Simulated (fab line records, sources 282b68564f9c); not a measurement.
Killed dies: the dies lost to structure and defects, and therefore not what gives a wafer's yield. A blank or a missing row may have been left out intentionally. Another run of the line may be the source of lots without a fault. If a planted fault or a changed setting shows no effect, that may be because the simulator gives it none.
Tool commonality check :: flow rit cmos :: 30 wafers sampled across 10 lots

== REASON IT WAS OPENED ==
Of 10 lots, 1 have the reading ACTIVE_NITRIDE_THK flagged at RIT_ACTIVE_THK_MEAS_04. No-fault wafers: 150.2 nm, standard deviation 1.4.
Rule: a lot is flagged when every wafer of it that has a number lies more than 4 standard deviations from that mean, or none has a number. As for the other lots, they are considered sound.

lot: L424
measured: day 1 14:16
on: film metro-01
ACTIVE_NITRIDE_THK (nm), wafer by wafer: 149.7 150.5 149.8
flag: 

lot: L425
measured: day 1 18:35
on: film metro-01
ACTIVE_NITRIDE_THK (nm), wafer by wafer: 148.2 148.3 147.5
flag: 

lot: L431
measured: day 3 01:14
on: film metro-02
ACTIVE_NITRIDE_THK (nm), wafer by wafer: 276.4 275.1 276.0
flag: FLAGGED

lot: L435
measured: day 3 20:32
on: film metro-01
ACTIVE_NITRIDE_THK (nm), wafer by wafer: 149.7 150.2 149.2
flag: 

lot: L437
measured: day 4 07:14
on: film metro-03
ACTIVE_NITRIDE_THK (nm), wafer by wafer: 150.5 149.3 150.3
flag: 

lot: L439
measured: day 4 16:32
on: film metro-02
ACTIVE_NITRIDE_THK (nm), wafer by wafer: 149.9 150.3 150.9
flag: 

lot: L441
measured: day 5 03:15
on: film metro-02
ACTIVE_NITRIDE_THK (nm), wafer by wafer: 149.5 149.1 150.0
flag: 

lot: L443
measured: day 5 12:33
on: film metro-01
ACTIVE_NITRIDE_THK (nm), wafer by wafer: 148.5 148.4 148.7
flag: 

lot: L445
measured: day 5 23:32
on: film metro-02
ACTIVE_NITRIDE_THK (nm), wafer by wafer: 150.6 151.1 150.6
flag: 

lot: L447
measured: day 6 08:33
on: film metro-03
ACTIVE_NITRIDE_THK (nm), wafer by wafer: 149.7 149.3 149.1
flag: 
Average over the flagged lots: 275.8 nm; offset from the usual +125.6 nm, equal to +90 standard deviations.

== TOOL THAT RAN EACH LOT ==
The record keeps 1 process step preceding the reading, out of 202 steps on the route. Each cell gives the tool, then ch followed by the chambers the sampled wafers passed through, then the start.
lot: L424
flag: 
RIT_ACTIVE_CVD_03: lpcvd-02 ch 0, day 1 12:07

lot: L425
flag: 
RIT_ACTIVE_CVD_03: lpcvd-01 ch 1, day 1 17:10

lot: L431
flag: FLAGGED
RIT_ACTIVE_CVD_03: lpcvd-02 ch 1, day 2 23:07

lot: L435
flag: 
RIT_ACTIVE_CVD_03: lpcvd-01 ch 1, day 3 19:07

lot: L437
flag: 
RIT_ACTIVE_CVD_03: lpcvd-01 ch 1, day 4 05:07

lot: L439
flag: 
RIT_ACTIVE_CVD_03: lpcvd-01 ch 1, day 4 15:07

lot: L441
flag: 
RIT_ACTIVE_CVD_03: lpcvd-01 ch 0, day 5 01:07

lot: L443
flag: 
RIT_ACTIVE_CVD_03: lpcvd-01 ch 1, day 5 11:07

lot: L445
flag: 
RIT_ACTIVE_CVD_03: lpcvd-01 ch 0, day 5 22:06

lot: L447
flag: 
RIT_ACTIVE_CVD_03: lpcvd-01 ch 0, day 6 07:07
These steps, and what they do:
- RIT_ACTIVE_CVD_03: deposits Si3N4 from SiH2Cl2/NH3, target thk 150 nm, time 1500 s.
- RIT_ACTIVE_THK_MEAS_04

== FLAGGED AGAINST TOTAL, ONE TOOL AT A TIME (gauges that did the reading follow at the end) ==
step: RIT_ACTIVE_CVD_03
tool: lpcvd-01
lots run: 8
flagged: 0
share of the flagged lots: none
sound lots run after its first flagged lot: -

step: RIT_ACTIVE_CVD_03
tool: lpcvd-02
lots run: 2
flagged: 1
share of the flagged lots: all
sound lots run after its first flagged lot: 0

step: RIT_ACTIVE_THK_MEAS_04
tool: film metro-01
lots run: 4
flagged: 0
share of the flagged lots: none
sound lots run after its first flagged lot: -

step: RIT_ACTIVE_THK_MEAS_04
tool: film metro-02
lots run: 4
flagged: 1
share of the flagged lots: all
sound lots run after its first flagged lot: 3 (L439,L441,L445)

step: RIT_ACTIVE_THK_MEAS_04
tool: film metro-03
lots run: 2
flagged: 0
share of the flagged lots: none
sound lots run after its first flagged lot: -

== WHAT IS ALLOWED BY THE TABLE ==
lpcvd-02 at RIT_ACTIVE_CVD_03 and film metro-02 at RIT_ACTIVE_THK_MEAS_04 are the 2 rows of the table that ran each flagged lot.
- lpcvd-02 at RIT_ACTIVE_CVD_03 ran 2 lots, 1 of them flagged. Its last sound lot is L424 (day 1 12:07), its first flagged lot L431 (day 2 23:07): a fault that began between those two fits.
- film metro-02 at RIT_ACTIVE_THK_MEAS_04 ran 4 lots, 1 of them flagged. Sound lots ran on it after the first flagged one (L439, L441, L445), which a lasting fault on the whole tool wouldn't allow.
lpcvd-02 at RIT_ACTIVE_CVD_03 is the single tool remaining.

== WHAT THE SIMULATOR HAD PUT IN ==
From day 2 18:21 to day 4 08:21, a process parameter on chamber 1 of lpcvd-02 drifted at RIT_ACTIVE_CVD_03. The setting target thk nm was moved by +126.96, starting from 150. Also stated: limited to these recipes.
Struck lots among those shown: L431. The rule above found the same.
